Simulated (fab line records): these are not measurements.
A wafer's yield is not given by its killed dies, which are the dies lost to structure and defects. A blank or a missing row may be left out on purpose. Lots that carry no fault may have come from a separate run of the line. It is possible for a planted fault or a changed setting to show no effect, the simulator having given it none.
Which tool was responsible? + flow berkeley cmos170 + at 1 step of a route of 331, 14 lots with 42 wafers sampled

## WHAT THE GAUGES SHOWED, per wafer
UCB170_START_BOW_MEAS_00. Usual: INCOMING_BOW typically reads 0 um, with standard deviation 6.4.
| lot  | measured    | on            | INCOMING_BOW (um) | flag |
|------|-------------|---------------|-------------------|------|
| L434 | day 1 10:03 | film metro-03 | 1 1 -5            |      |
| L435 | day 1 15:02 | film metro-03 | 2 15 0            |      |
| L436 | day 1 20:00 | film metro-03 | -2 3 3            |      |
| L439 | day 2 11:00 | film metro-04 | 2 1 -1            |      |
| L442 | day 3 02:01 | film metro-02 | 11 12 4           |      |
| L443 | day 3 07:00 | film metro-03 | 1 6 4             |      |
| L444 | day 3 12:00 | film metro-02 | 6 6 -5            |      |
| L445 | day 3 17:00 | film metro-04 | -7 -2 -4          |      |
| L446 | day 3 22:00 | film metro-04 | 1 -6 2            |      |
| L447 | day 4 03:04 | film metro-02 | -3 -12 -2         |      |
| L450 | day 4 18:00 | film metro-04 | 0 6 8             |      |
| L451 | day 4 23:00 | film metro-03 | 5 10 -4           |      |
| L455 | day 5 19:00 | film metro-02 | 1 -6 -16          |      |
| L457 | day 6 05:00 | film metro-02 | -4 8 -5           |      |

## EACH LOT AND THE TOOL THAT RAN IT (in order: tool; ch and the chambers of the sampled wafers; start)
The record holds no process step before these readings.

## AS READ BY THE TOOLS THEMSELVES (means over the sampled wafers that have a number; for cases with no such wafer, the mark the record gives instead)
The record holds no such reading with a usual standard deviation.

## THE ANSWER, worked out from the rows above alone
Rule: take the mean of a lot's wafers that have a number; if it is more than 3 standard deviations from the usual mean, the lot is off. A lot without any number at a reading at which 4 lots or more have one is off too. Any other lot the step has rows for is counted as sound. First the gauges in route order, then the tools' own readings, where a lot's mean is used as printed above. The first step at which some lot is off is used, and at that step the reading that is off furthest; a lot without a number counts as furthest.
No lot is off at any reading shown: from this, nothing can be told.

## WHAT THE SIMULATOR HAD INSERTED
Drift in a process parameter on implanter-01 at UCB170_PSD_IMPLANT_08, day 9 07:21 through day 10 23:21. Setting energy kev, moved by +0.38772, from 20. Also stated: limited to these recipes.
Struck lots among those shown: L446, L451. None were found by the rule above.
